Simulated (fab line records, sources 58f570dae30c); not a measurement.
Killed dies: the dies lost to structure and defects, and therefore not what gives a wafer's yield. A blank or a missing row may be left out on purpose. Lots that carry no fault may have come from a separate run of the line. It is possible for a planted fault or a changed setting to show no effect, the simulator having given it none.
fab line records -- flow berkeleyCmos170 -- part 1 of 2: steps 1 to 32 of 42
record lots=5, wafers=15, lastDay=11
route steps=331 shown V1@257 M2@271 V2@292
lots that met no fault: taken from a fault-free run of the same line
startH: the number of hours between the record's first day and the start of the first shown wafer of the lot -- waitH: hours since the lot's step before -- " the same as in the row above -- L1.1+2: several wafers, shown together as one row -- - no value present, or no start provided -- * or withheld: withheld -- < > ~ a bound
route shown NAME@n: a module of which the file shows steps, and the number in the route of the first -- usual: the fault-free wafers' mean and standard deviation -- same: alike in all rows -- chamber/n: place in a boat -- sites: readings site by site -- _std_site: standard deviation across them -- _edge_site: mean of outer sites minus mean of inner sites -- radiusMm: how far each site lies from the wafer's centre -- mask NAME#n: copy n -- behind: the most recent tool/chamber to have shaped the wafer -- hold: the reason the lot was held/the length of the hold in hours/how it ended -- device: the n, p or np transistor that did not switch -- end of line: tests of these same wafers at the route's end -- a step given without rows: its recipe and nothing more -- killed: the dies lost at the first sort to structure and to defects; this is not the yield of the wafer -- map: dies across one wafer; x = killed, . = not, _ = none there
set.NAME: the setting as run; set.NAME@STEP: as run at that earlier step -- model.NAME: the simulator's own value behind a step, which no gauge read
a table for each step, a row for each wafer; lots at some steps of the route
services: a tool's chamber out of use, with start hour (startH, from the record's first day; less than 0 if before it), hours out, and reason
## steps
# step UCB170_V1_BOW_MEAS_03
# recipe mode=bow
# usual V1_BOW=19/7.2
lot.wafer,tool,chamber,startH,waitH,V1_BOW[um]
L082.1,filmMetro-04,-,192.81,0.2,9
L082.3,filmMetro-04,-,192.81,0.2,16
L082.5,filmMetro-04,-,192.81,0.2,13
L083.2,filmMetro-02,-,193.13,0.2,6
L083.3,filmMetro-02,-,193.13,0.2,21
L083.5,filmMetro-02,-,193.13,0.2,24
L092.2,filmMetro-04,-,237.28,0.3,21
L092.3,filmMetro-04,-,237.28,0.3,14
L092.4,filmMetro-04,-,237.28,0.3,18
L093.2,filmMetro-01,-,237.28,0.2,20
L093.4,filmMetro-01,-,237.28,0.2,23
L093.5,filmMetro-01,-,237.28,0.2,20
L094.1,filmMetro-02,-,252.81,0.1,5
L094.3,filmMetro-02,-,252.81,0.1,19
L094.5,filmMetro-02,-,252.81,0.1,21
# step UCB170_V1_THK_MEAS_04
# recipe reads=SiO2_of_V1_CVD_00
# usual V1_POLISHED_THK=1000.2/1
lot.wafer,tool,chamber,startH,waitH,V1_POLISHED_THK[nm]
L082.1,filmMetro-04,-,192.93,0.1,1000.5
L082.3,filmMetro-04,-,192.93,0.1,998.7
L082.5,filmMetro-04,-,192.93,0.1,999.7
L083.2,filmMetro-02,-,193.24,0.1,999.9
L083.3,filmMetro-02,-,193.24,0.1,1002.1
L083.5,filmMetro-02,-,193.24,0.1,1001.9
L092.2,filmMetro-04,-,237.39,0.1,1000.9
L092.3,filmMetro-04,-,237.39,0.1,1000.9
L092.4,filmMetro-04,-,237.39,0.1,999.8
L093.2,filmMetro-01,-,237.39,0.1,999.3
L093.4,filmMetro-01,-,237.39,0.1,999.2
L093.5,filmMetro-01,-,237.39,0.1,1000.0
L094.1,filmMetro-02,-,252.93,0.1,1001.9
L094.3,filmMetro-02,-,252.93,0.1,1001.3
L094.5,filmMetro-02,-,252.93,0.1,999.9
# step UCB170_V1_CLEAN_05
# recipe chemistry=DIW
lot.wafer,tool,chamber,startH,waitH
L082.1+3+5,wetBench-03,1,192.99,0.1
L083.2+3+5,wetBench-02,1,193.29,0.0
L092.2+3+4,wetBench-02,2,237.44,0.0
L093.2+4+5,wetBench-02,3,237.44,0.0
L094.1+3+5,wetBench-04,2,252.99,0.1
# step UCB170_V1_HMDS_06
# recipe primeTimeS=60, primeTempC=100
lot.wafer,tool,chamber,startH,waitH
L082.1+3+5,lithoTrack-02,0,193.61,0.4
L083.2+3+5,lithoTrack-04,0,194.19,0.7
L093.2+4+5,lithoTrack-04,0,238.13,0.5
L092.2+3+4,lithoTrack-02,0,238.38,0.8
L094.1+3+5,lithoTrack-04,0,253.35,0.2
# step UCB170_V1_COAT_07
# recipe resist=KrF, spinRpm=1500, resistThkNm=900
lot.wafer,tool,chamber,startH,waitH
L082.1+3+5,lithoTrack-02,0,193.76,0.1
L083.2+3+5,lithoTrack-04,0,194.34,0.1
L093.2+4+5,lithoTrack-04,0,238.28,0.1
L092.2+3+4,lithoTrack-02,0,238.53,0.1
L094.1+3+5,lithoTrack-04,0,253.50,0.1
# step UCB170_V1_SOFTBAKE_08
# recipe resist=KrF, tempC=130, timeS=60
lot.wafer,tool,chamber,startH,waitH
L082.1+3+5,lithoTrack-02,0,193.91,0.1
L083.2+3+5,lithoTrack-04,0,194.49,0.1
L093.2+4+5,lithoTrack-04,0,238.43,0.1
L092.2+3+4,lithoTrack-02,0,238.68,0.1
L094.1+3+5,lithoTrack-04,0,253.65,0.1
# step UCB170_V1_EXPOSE_09
# recipe maskId=VIA1, targetCdNm=700, na=0.5, sigmaOuter=0.6, sourceShape=conventional, doseMj=37
# usual stageVelMmS=500.06/0.23
lot.wafer,tool,chamber,startH,waitH,mask,stageVelMmS
L082.1,krfScanner-01,0,194.19,0.2,VIA1#0,499.88
L082.3,krfScanner-01,0,194.19,0.2,VIA1#0,499.87
L082.5,krfScanner-01,0,194.19,0.2,VIA1#0,500.38
L083.2,krfScanner-01,0,194.75,0.2,VIA1#0,499.95
L083.3,krfScanner-01,0,194.75,0.2,VIA1#0,500.59
L083.5,krfScanner-01,0,194.75,0.2,VIA1#0,499.76
L093.2,krfScanner-02,0,238.62,0.2,VIA1#0,500.19
L093.4,krfScanner-02,0,238.62,0.2,VIA1#0,500.56
L093.5,krfScanner-02,0,238.62,0.2,VIA1#0,500.45
L092.2,krfScanner-02,0,238.83,0.1,VIA1#0,500.06
L092.3,krfScanner-02,0,238.83,0.1,VIA1#0,499.84
L092.4,krfScanner-02,0,238.83,0.1,VIA1#0,499.90
L094.1,krfScanner-01,0,253.93,0.2,VIA1#0,500.27
L094.3,krfScanner-01,0,253.93,0.2,VIA1#0,500.11
L094.5,krfScanner-01,0,253.93,0.2,VIA1#0,500.28
# step UCB170_V1_PEB_10
# recipe pebTempC=130, pebTimeS=withheld, resist=KrF
lot.wafer,tool,chamber,startH,waitH
L082.1+3+5,lithoTrack-04,0,195.06,0.9
L083.2+3+5,lithoTrack-03,0,195.21,0.4
L093.2+4+5,lithoTrack-04,0,238.88,0.2
L092.2+3+4,lithoTrack-02,0,239.11,0.3
L094.1+3+5,lithoTrack-02,0,254.34,0.4
# step UCB170_V1_DEVELOP_11
# recipe developer=TMAH, developTimeS=45, resist=KrF, devTempC=21
lot.wafer,tool,chamber,startH,waitH
L082.1+3+5,lithoTrack-04,0,-,-
L083.2+3+5,lithoTrack-03,0,-,-
L093.2+4+5,lithoTrack-04,0,-,-
L092.2+3+4,lithoTrack-02,0,-,-
L094.1+3+5,lithoTrack-02,0,-,-
# step UCB170_V1_CD_MEAS_12
# recipe targetCdNm=700
# usual cdNm=700.4/1.7
lot.wafer,tool,chamber,startH,waitH,cdNm
L082.1,cdSem-01,-,195.33,-,700.7
L082.3,cdSem-01,-,195.33,-,699.6
L082.5,cdSem-01,-,195.33,-,700.0
L083.2,cdSem-01,-,195.48,-,699.5
L083.3,cdSem-01,-,195.48,-,698.5
L083.5,cdSem-01,-,195.48,-,700.0
L093.2,cdSem-01,-,239.20,-,701.5
L093.4,cdSem-01,-,239.20,-,703.4
L093.5,cdSem-01,-,239.20,-,702.5
L092.2,cdSem-01,-,239.38,-,700.7
L092.3,cdSem-01,-,239.38,-,702.0
L092.4,cdSem-01,-,239.38,-,702.1
L094.1,cdSem-02,-,254.62,-,699.8
L094.3,cdSem-02,-,254.62,-,699.2
L094.5,cdSem-02,-,254.62,-,698.7
# step UCB170_V1_OVL_MEAS_13
# usual V1_OVL=1/5.7
lot.wafer,tool,chamber,startH,waitH,V1_OVL[nm]
L082.1,overlay-02,-,195.45,0.1,1
L082.3,overlay-02,-,195.45,0.1,-5
L082.5,overlay-02,-,195.45,0.1,7
L083.2,overlay-02,-,195.59,0.1,-4
L083.3,overlay-02,-,195.59,0.1,7
L083.5,overlay-02,-,195.59,0.1,13
L093.2,overlay-01,-,239.31,0.1,0
L093.4,overlay-01,-,239.31,0.1,11
L093.5,overlay-01,-,239.31,0.1,11
L092.2,overlay-01,-,239.49,0.1,-6
L092.3,overlay-01,-,239.49,0.1,-11
L092.4,overlay-01,-,239.49,0.1,-8
L094.1,overlay-01,-,254.74,0.1,-2
L094.3,overlay-01,-,254.74,0.1,-10
L094.5,overlay-01,-,254.74,0.1,-7
# step UCB170_V1_ETCH_14
# recipe chemistry=CHF3/CF4/Ar, target=SiO2, stopOn=Al, CHF3_flow_sccm=45, cf4FlowSccm=15, Ar_flow_sccm=150, pressureMtorr=200, rfW=700, targetDepthA=12500, overEtchFrac=0.2256, timeS=291
# usual drypumpMotorCurrentA=5.6/0.45, oesProductAu=0.884/0.014, throttleValvePct=6.92/0.087
lot.wafer,tool,chamber,startH,waitH,drypumpMotorCurrentA,oesProductAu,rfHoursCounterH,throttleValvePct
L082.1,rieDiel-02,1,195.49,0.0,5.3,0.899,1,6.93
L082.3,rieDiel-02,3,195.49,0.0,5.5,0.864,6,7.00
L082.5,rieDiel-02,2,195.49,0.0,5.9,0.855,-,6.89
L083.2,rieDiel-03,1,195.62,0.0,6.4,0.881,53,6.73
L083.3,rieDiel-03,2,195.62,0.0,6.0,0.884,23,6.84
L083.5,rieDiel-03,3,195.62,0.0,6.3,0.879,-,6.83
L093.2,rieDiel-02,1,239.34,0.0,5.3,0.902,3,6.91
L093.4,rieDiel-02,2,239.34,0.0,5.9,0.857,24,6.91
L093.5,rieDiel-02,2,239.34,0.0,5.9,0.862,-,6.90
L092.2,rieDiel-04,2,239.52,0.0,5.7,0.869,3,6.85
L092.3,rieDiel-04,1,239.52,0.0,5.2,0.873,21,6.96
L092.4,rieDiel-04,3,239.52,0.0,5.2,0.882,-,7.06
L094.1,rieDiel-03,3,254.77,0.0,6.3,0.878,15,6.83
L094.3,rieDiel-03,0,254.77,0.0,5.0,0.880,18,6.87
L094.5,rieDiel-03,1,254.77,0.0,6.4,0.871,-,6.74
# step UCB170_V1_STRIP_15
# recipe chemistry=O2, powerW=400, pressureMtorr=3500, platenTempC=withheld, o2FlowSccm=400, overashFraction=0.5
# usual drypumpMotorCurrentA=5.7/0.46, oesProductAu=0.722/0.0048, stripTimeToEndpointS=15.43/0.082
lot.wafer,tool,chamber,startH,waitH,drypumpMotorCurrentA,oesProductAu,rfHoursCounterH,stripTimeToEndpointS
L082.1,plasmaAsher-04,1,195.67,0.1,6.1,0.726,54,15.35
L082.3,plasmaAsher-04,1,195.67,0.1,6.0,0.723,-,15.44
L082.5,plasmaAsher-04,1,195.67,0.1,6.0,0.734,-,15.33
L083.2,plasmaAsher-02,1,195.80,0.1,5.4,0.720,40,15.38
L083.3,plasmaAsher-02,1,195.80,0.1,5.4,0.726,-,15.32
L083.5,plasmaAsher-02,1,195.80,0.1,5.3,0.718,-,15.35
L093.2,plasmaAsher-03,1,239.52,0.1,5.1,0.719,51,15.50
L093.4,plasmaAsher-03,0,239.52,0.1,6.0,0.726,-,15.52
L093.5,plasmaAsher-03,0,239.52,0.1,6.0,0.723,-,15.59
L092.2,plasmaAsher-02,1,239.69,0.1,5.3,0.728,45,15.31
L092.3,plasmaAsher-02,1,239.69,0.1,5.3,0.717,-,15.45
L092.4,plasmaAsher-02,0,239.69,0.1,5.2,0.722,-,15.39
L094.1,plasmaAsher-04,1,254.95,0.1,6.1,0.712,61,15.34
L094.3,plasmaAsher-04,0,254.95,0.1,6.3,0.720,-,15.43
L094.5,plasmaAsher-04,0,254.95,0.1,6.3,0.716,-,15.39
# step UCB170_V1_CD_MEAS_90
# recipe targetCdNm=700
# usual cdNm=700.1/1.7
lot.wafer,tool,chamber,startH,waitH,cdNm
L082.1,cdSem-01,-,195.77,0.1,699.9
L082.3,cdSem-01,-,195.77,0.1,699.0
L082.5,cdSem-01,-,195.77,0.1,700.5
L083.2,cdSem-01,-,195.92,0.1,698.8
L083.3,cdSem-01,-,195.92,0.1,697.1
L083.5,cdSem-01,-,195.92,0.1,699.6
L093.2,cdSem-02,-,239.64,0.1,701.2
L093.4,cdSem-02,-,239.64,0.1,703.7
L093.5,cdSem-02,-,239.64,0.1,703.3
L092.2,cdSem-01,-,239.81,0.1,701.3
L092.3,cdSem-01,-,239.81,0.1,701.6
L092.4,cdSem-01,-,239.81,0.1,701.6
L094.1,cdSem-02,-,255.05,0.1,699.1
L094.3,cdSem-02,-,255.05,0.1,699.1
L094.5,cdSem-02,-,255.05,0.1,698.2
# step UCB170_M2_PRE_CLEAN_00
# recipe gas=Ar, precleanEtchTimeS=60
lot.wafer,tool,chamber,startH,waitH
L082.1+3+5,pvdSputter-01,-,195.89,0.1
L083.2+3+5,pvdSputter-04,-,196.02,0.1
L093.2+4+5,pvdSputter-04,-,239.74,0.1
L092.2+3+4,pvdSputter-01,-,239.91,0.1
L094.1+3+5,pvdSputter-04,-,255.17,0.1
# step UCB170_M2_SPUTTER_01
# recipe material=Al, targetThkNm=900, timeS=120, powerW=6000, chamberPressurePa=0.5
# usual cathodeDcPowerW=6000.0/1.1, throttleValvePct=29.8/1.3
lot.wafer,tool,chamber,startH,waitH,cathodeDcPowerW,throttleValvePct
L082.1,pvdSputter-01,-,195.96,0.0,6000.2,32.0
L082.3,pvdSputter-01,-,195.96,0.0,6001.0,30.4
L082.5,pvdSputter-01,-,195.96,0.0,6000.0,30.6
L083.2,pvdSputter-04,-,196.08,0.0,6000.1,27.8
L083.3,pvdSputter-04,-,196.08,0.0,5998.5,29.4
L083.5,pvdSputter-04,-,196.08,0.0,5998.8,29.5
L093.2,pvdSputter-04,-,239.81,0.0,5998.8,30.9
L093.4,pvdSputter-04,-,239.81,0.0,6001.7,27.9
L093.5,pvdSputter-04,-,239.81,0.0,6000.1,29.3
L092.2,pvdSputter-01,-,239.98,0.0,6001.1,29.0
L092.3,pvdSputter-01,-,239.98,0.0,6000.8,30.3
L092.4,pvdSputter-01,-,239.98,0.0,6000.7,30.4
L094.1,pvdSputter-04,-,255.24,0.0,6000.0,27.8
L094.3,pvdSputter-04,-,255.24,0.0,6000.8,30.8
L094.5,pvdSputter-04,-,255.24,0.0,5997.3,28.0
# step UCB170_M2_RS_MEAS_02
# recipe thkMeasGauge=four-point-probe, reads=Al_of_M2_SPUTTER_01
# usual M2_AL_RS=0.0323/0.00037
lot.wafer,tool,chamber,startH,waitH,M2_AL_RS[ohm/sq]
L082.1,filmMetro-01,-,196.04,0.0,0.0321
L082.3,filmMetro-01,-,196.04,0.0,0.0327
L082.5,filmMetro-01,-,196.04,0.0,0.0325
L083.2,filmMetro-01,-,196.24,0.1,0.0328
L083.3,filmMetro-01,-,196.24,0.1,0.0324
L083.5,filmMetro-01,-,196.24,0.1,0.0326
L093.2,filmMetro-03,-,239.91,0.1,0.0320
L093.4,filmMetro-03,-,239.91,0.1,0.0323
L093.5,filmMetro-03,-,239.91,0.1,0.0319
L092.2,filmMetro-01,-,240.08,0.1,0.0322
L092.3,filmMetro-01,-,240.08,0.1,0.0318
L092.4,filmMetro-01,-,240.08,0.1,0.0323
L094.1,filmMetro-04,-,255.32,0.0,0.0319
L094.3,filmMetro-04,-,255.32,0.0,0.0322
L094.5,filmMetro-04,-,255.32,0.0,0.0319
# step UCB170_M2_THK_MEAS_03
# recipe thkMeasGauge=xrf, reads=Al_of_M2_SPUTTER_01
# usual M2_AL_THK=896/12
lot.wafer,tool,chamber,startH,waitH,M2_AL_THK[nm]
L082.1,filmMetro-01,-,196.16,0.1,894
L082.3,filmMetro-01,-,196.16,0.1,876
L082.5,filmMetro-01,-,196.16,0.1,882
L083.2,filmMetro-01,-,196.35,0.1,878
L083.3,filmMetro-01,-,196.35,0.1,890
L083.5,filmMetro-01,-,196.35,0.1,883
L093.2,filmMetro-03,-,240.02,0.1,901
L093.4,filmMetro-03,-,240.02,0.1,897
L093.5,filmMetro-03,-,240.02,0.1,907
L092.2,filmMetro-01,-,240.19,0.1,888
L092.3,filmMetro-01,-,240.19,0.1,894
L092.4,filmMetro-01,-,240.19,0.1,879
L094.1,filmMetro-04,-,255.44,0.1,916
L094.3,filmMetro-04,-,255.44,0.1,908
L094.5,filmMetro-04,-,255.44,0.1,917
# step UCB170_M2_HMDS_04
# recipe primeTimeS=60, primeTempC=100
lot.wafer,tool,chamber,startH,waitH
L082.1+3+5,lithoTrack-02,0,196.22,0.1
L083.2+3+5,lithoTrack-02,0,196.69,0.3
L093.2+4+5,lithoTrack-03,0,240.10,0.1
L092.2+3+4,lithoTrack-02,0,240.27,0.1
L094.1+3+5,lithoTrack-02,0,255.50,0.1
# step UCB170_M2_COAT_05
# recipe resist=KrF, spinRpm=1500, resistThkNm=900
lot.wafer,tool,chamber,startH,waitH
L082.1+3+5,lithoTrack-02,0,196.37,0.1
L083.2+3+5,lithoTrack-02,0,196.84,0.1
L093.2+4+5,lithoTrack-03,0,240.25,0.1
L092.2+3+4,lithoTrack-02,0,240.42,0.1
L094.1+3+5,lithoTrack-02,0,255.65,0.1
# step UCB170_M2_SOFTBAKE_06
# recipe resist=KrF, tempC=130, timeS=60
lot.wafer,tool,chamber,startH,waitH
L082.1+3+5,lithoTrack-02,0,196.52,0.1
L083.2+3+5,lithoTrack-02,0,196.99,0.1
L093.2+4+5,lithoTrack-03,0,240.40,0.1
L092.2+3+4,lithoTrack-02,0,240.57,0.1
L094.1+3+5,lithoTrack-02,0,255.80,0.1
# step UCB170_M2_STRIP_07
# recipe chemistry=O2, powerW=400, pressureMtorr=3500, platenTempC=withheld, o2FlowSccm=400, overashFraction=0.5
# usual drypumpMotorCurrentA=5.7/0.53, oesProductAu=0.735/0.0047, stripTimeToEndpointS=21.95/0.061
lot.wafer,tool,chamber,startH,waitH,drypumpMotorCurrentA,oesProductAu,rfHoursCounterH,stripTimeToEndpointS
L082.1,plasmaAsher-03,0,196.67,0.1,6.0,0.734,46,21.92
L082.3,plasmaAsher-03,1,196.67,0.1,5.1,0.736,-,21.94
L082.5,plasmaAsher-03,0,196.67,0.1,6.0,0.739,-,21.87
L083.2,plasmaAsher-04,0,197.12,0.1,6.3,0.733,54,21.98
L083.3,plasmaAsher-04,1,197.12,0.1,6.1,0.741,-,22.01
L083.5,plasmaAsher-04,1,197.12,0.1,6.1,0.730,-,22.03
L093.2,plasmaAsher-01,0,240.52,0.1,5.9,0.728,15,22.00
L093.4,plasmaAsher-01,1,240.52,0.1,4.8,0.729,-,21.97
L093.5,plasmaAsher-01,1,240.52,0.1,4.8,0.739,-,21.98
L092.2,plasmaAsher-04,1,240.69,0.1,6.1,0.738,59,21.86
L092.3,plasmaAsher-04,0,240.69,0.1,6.3,0.742,-,21.88
L092.4,plasmaAsher-04,1,240.69,0.1,6.1,0.737,-,21.86
L094.1,plasmaAsher-03,0,255.95,0.1,6.0,0.734,52,22.04
L094.3,plasmaAsher-03,0,255.95,0.1,6.0,0.735,-,22.03
L094.5,plasmaAsher-03,0,255.95,0.1,6.0,0.741,-,21.96
# step UCB170_M2_STRIP_08
# recipe chemistry=DMSO, tempC=80, timeS=600, material=KrF
lot.wafer,tool,chamber,startH,waitH
L082.1+3+5,wetBench-01,1,196.96,0.3
L083.2+3+5,wetBench-01,1,197.24,0.1
L093.2+4+5,wetBench-01,3,240.62,0.1
L092.2+3+4,wetBench-02,2,240.79,0.1
L094.1+3+5,wetBench-02,0,257.11,1.1
# step UCB170_M2_COAT_09
# recipe resist=BARC, tempC=withheld, timeS=withheld, spinRpm=3000, resistThkNm=withheld
lot.wafer,tool,chamber,startH,waitH
L082.1+3+5,lithoTrack-02,0,197.14,0.0
L083.2+3+5,lithoTrack-03,0,197.75,0.3
L093.2+4+5,lithoTrack-02,0,240.84,0.0
L092.2+3+4,lithoTrack-01,0,240.99,0.0
L094.1+3+5,lithoTrack-03,0,257.63,0.3
# step UCB170_M2_COAT_10
# recipe resist=KrF, spinRpm=1500, resistThkNm=900
lot.wafer,tool,chamber,startH,waitH
L082.1+3+5,lithoTrack-02,0,-,-
L083.2+3+5,lithoTrack-03,0,-,-
L093.2+4+5,lithoTrack-02,0,-,-
L092.2+3+4,lithoTrack-01,0,-,-
L094.1+3+5,lithoTrack-03,0,-,-
# step UCB170_M2_SOFTBAKE_11
# recipe resist=KrF, tempC=130, timeS=60
lot.wafer,tool,chamber,startH,waitH
L082.1+3+5,lithoTrack-02,0,-,-
L083.2+3+5,lithoTrack-03,0,-,-
L093.2+4+5,lithoTrack-02,0,-,-
L092.2+3+4,lithoTrack-01,0,-,-
L094.1+3+5,lithoTrack-03,0,-,-
# step UCB170_M2_EXPOSE_12
# recipe maskId=METAL2, targetCdNm=700, na=0.5, sigmaOuter=0.6, sourceShape=conventional, doseMj=26
# usual stageVelMmS=500.00/0.27
lot.wafer,tool,chamber,startH,waitH,mask,stageVelMmS
L082.1,krfScanner-01,0,197.71,-,METAL2#0,500.05
L082.3,krfScanner-01,0,197.71,-,METAL2#0,499.82
L082.5,krfScanner-01,0,197.71,-,METAL2#0,499.88
L083.2,krfScanner-02,0,198.32,-,METAL2#0,499.80
L083.3,krfScanner-02,0,198.32,-,METAL2#0,499.72
L083.5,krfScanner-02,0,198.32,-,METAL2#0,499.96
L093.2,krfScanner-01,0,241.28,-,METAL2#0,500.14
L093.4,krfScanner-01,0,241.28,-,METAL2#0,500.33
L093.5,krfScanner-01,0,241.28,-,METAL2#0,500.50
L092.2,krfScanner-01,0,241.44,-,METAL2#0,499.72
L092.3,krfScanner-01,0,241.44,-,METAL2#0,499.73
L092.4,krfScanner-01,0,241.44,-,METAL2#0,499.72
L094.1,krfScanner-01,0,258.08,-,METAL2#0,500.38
L094.3,krfScanner-01,0,258.08,-,METAL2#0,499.98
L094.5,krfScanner-01,0,258.08,-,METAL2#0,500.33
# step UCB170_M2_PEB_13
# recipe pebTempC=130, pebTimeS=withheld, resist=KrF
lot.wafer,tool,chamber,startH,waitH
L082.1+3+5,lithoTrack-01,0,197.93,0.2
L083.2+3+5,lithoTrack-03,0,198.44,0.1
L093.2+4+5,lithoTrack-02,0,241.40,0.1
L092.2+3+4,lithoTrack-03,0,241.67,0.2
L094.1+3+5,lithoTrack-02,0,258.42,0.3
# step UCB170_M2_DEVELOP_14
# recipe developer=TMAH, developTimeS=45, resist=KrF, devTempC=21
lot.wafer,tool,chamber,startH,waitH
L082.1+3+5,lithoTrack-01,0,-,-
L083.2+3+5,lithoTrack-03,0,-,-
L093.2+4+5,lithoTrack-02,0,-,-
L092.2+3+4,lithoTrack-03,0,-,-
L094.1+3+5,lithoTrack-02,0,-,-
# step UCB170_M2_CD_MEAS_15
# recipe targetCdNm=700
# usual cdNm=699.5/1.5
lot.wafer,tool,chamber,startH,waitH,cdNm
L082.1,cdSem-01,-,198.21,-,698.2
L082.3,cdSem-01,-,198.21,-,698.1
L082.5,cdSem-01,-,198.21,-,697.6
L083.2,cdSem-01,-,198.71,-,697.1
L083.3,cdSem-01,-,198.71,-,698.1
L083.5,cdSem-01,-,198.71,-,696.8
L093.2,cdSem-01,-,241.67,-,699.8
L093.4,cdSem-01,-,241.67,-,698.1
L093.5,cdSem-01,-,241.67,-,697.5
L092.2,cdSem-02,-,241.94,-,700.9
L092.3,cdSem-02,-,241.94,-,700.2
L092.4,cdSem-02,-,241.94,-,700.0
L094.1,cdSem-02,-,258.69,-,698.7
L094.3,cdSem-02,-,258.69,-,698.4
L094.5,cdSem-02,-,258.69,-,699.4
# step UCB170_M2_OVL_MEAS_16
# usual M2_OVL=1/7.5
lot.wafer,tool,chamber,startH,waitH,M2_OVL[nm]
L082.1,overlay-01,-,198.33,0.1,3
L082.3,overlay-01,-,198.33,0.1,5
L082.5,overlay-01,-,198.33,0.1,0
L083.2,overlay-01,-,198.82,0.1,8
L083.3,overlay-01,-,198.82,0.1,13
L083.5,overlay-01,-,198.82,0.1,20
L093.2,overlay-01,-,241.78,0.1,7
L093.4,overlay-01,-,241.78,0.1,-4
L093.5,overlay-01,-,241.78,0.1,-3
L092.2,overlay-01,-,242.05,0.1,1
L092.3,overlay-01,-,242.05,0.1,-3
L092.4,overlay-01,-,242.05,0.1,11
L094.1,overlay-01,-,258.81,0.1,5
L094.3,overlay-01,-,258.81,0.1,11
L094.5,overlay-01,-,258.81,0.1,3
# step UCB170_M2_ETCH_17
# recipe chemistry=N2/H2, targetDepthA=withheld, overetchA=withheld, target=BARC, timeS=withheld, sourceW=500, biasW=100, pressureMtorr=30, n2FlowSccm=100, h2FlowSccm=200
# usual drypumpMotorCurrentA=5.5/0.51, oesProductAu=1.000/0.011, throttleValvePct=13.22/0.14
lot.wafer,tool,chamber,startH,waitH,drypumpMotorCurrentA,oesProductAu,throttleValvePct
L082.1,rieDiel-01,3,198.36,0.0,5.7,1.017,13.02
L082.3,rieDiel-01,0,198.36,0.0,5.8,0.999,13.34
L082.5,rieDiel-01,3,198.36,0.0,5.7,1.016,13.01
L083.2,rieDiel-04,0,198.85,0.0,4.9,1.019,13.10
L083.3,rieDiel-04,1,198.85,0.0,5.2,1.001,13.37
L083.5,rieDiel-04,1,198.85,0.0,5.2,0.991,13.37
L093.2,rieDiel-04,1,241.81,0.0,5.2,0.984,13.37
L093.4,rieDiel-04,3,241.81,0.0,5.2,0.998,13.40
L093.5,rieDiel-04,1,241.81,0.0,5.2,0.990,13.37
L092.2,rieDiel-01,1,242.08,0.0,5.2,1.003,13.31
L092.3,rieDiel-01,2,242.08,0.0,4.9,0.981,13.36
L092.4,rieDiel-01,3,242.08,0.0,5.7,0.999,12.99
L094.1,rieDiel-03,2,258.86,0.0,6.1,1.000,13.25
L094.3,rieDiel-03,3,258.86,0.0,6.3,0.981,13.05
L094.5,rieDiel-03,0,258.86,0.0,5.0,0.998,13.24
